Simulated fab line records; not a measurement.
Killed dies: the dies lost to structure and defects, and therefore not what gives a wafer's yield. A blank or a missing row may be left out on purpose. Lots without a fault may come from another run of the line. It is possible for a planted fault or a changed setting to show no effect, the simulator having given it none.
Which of the tools did it? :: flow ritCmos :: 6 lots, 18 wafers sampled, at 2 steps of a route of 202

== WHAT EACH GAUGE READ, for each wafer ==
RIT_PSD_OVL_MEAS_06.
lot: L494
measured: day 3 20:35
on: overlay-02
PSD_OVL (nm): 0.0 -3.3 -0.4

lot: L496
measured: day 4 08:43
on: overlay-02
PSD_OVL (nm): - - -

lot: L503
measured: day 6 06:32
on: overlay-01
PSD_OVL (nm): -0.2 -0.6 -1.3

lot: L506
measured: day 6 19:50
on: overlay-02
PSD_OVL (nm): 0.8 -0.2 2.1

lot: L509
measured: day 7 08:38
on: overlay-02
PSD_OVL (nm): -1.5 -0.8 -1.8

lot: L512
measured: day 7 19:16
on: overlay-01
PSD_OVL (nm): 0.9 1.6 0.8

== TOOL THAT RAN EACH LOT (tool first, then ch and the chambers of the sampled wafers, then the start) ==
lot: L494
RIT_PSD_EXPOSE_03: ilineStepper-02 ch 0, day 3 20:12

lot: L496
RIT_PSD_EXPOSE_03: ilineStepper-01 ch 0, day 4 08:19

lot: L503
RIT_PSD_EXPOSE_03: ilineStepper-02 ch 0, day 6 06:06

lot: L506
RIT_PSD_EXPOSE_03: ilineStepper-01 ch 0, day 6 19:26

lot: L509
RIT_PSD_EXPOSE_03: ilineStepper-01 ch 0, day 7 07:56

lot: L512
RIT_PSD_EXPOSE_03: ilineStepper-01 ch 0, day 7 18:52
- RIT_PSD_EXPOSE_03: exposes mask M10, target cd 40900 nm.

== THE ANSWER, worked out from the rows above alone ==
Rule: the lots themselves supply what counts as usual. Put in order of their means at a reading, lots are off if they are a third of the lots or fewer, leave a main group of 4 or more, and stand apart from it by a gap of 3 or more times the standard deviation of the main group's means; of several such gaps the widest counts. A main group whose means are all the same, to the digits that the tables above print for the reading, isn't used. Also off: a lot with no number at a reading for which 4 or more lots have one. Any other lot the step has rows for is counted as sound.
Off: L496, seen at RIT_PSD_OVL_MEAS_06 (PSD_OVL). Without a number there: L496. For the main group the mean is -0.3 nm and the standard deviation 1.1.
If a tool, at a process step before that reading, ran all the lots that are off and no sound lot after the first of them, it fits. Gauges at RIT_PSD_OVL_MEAS_06: tried the same way as those tools. No candidate that was tried fits.

== WHAT THE SIMULATOR PUT IN ==
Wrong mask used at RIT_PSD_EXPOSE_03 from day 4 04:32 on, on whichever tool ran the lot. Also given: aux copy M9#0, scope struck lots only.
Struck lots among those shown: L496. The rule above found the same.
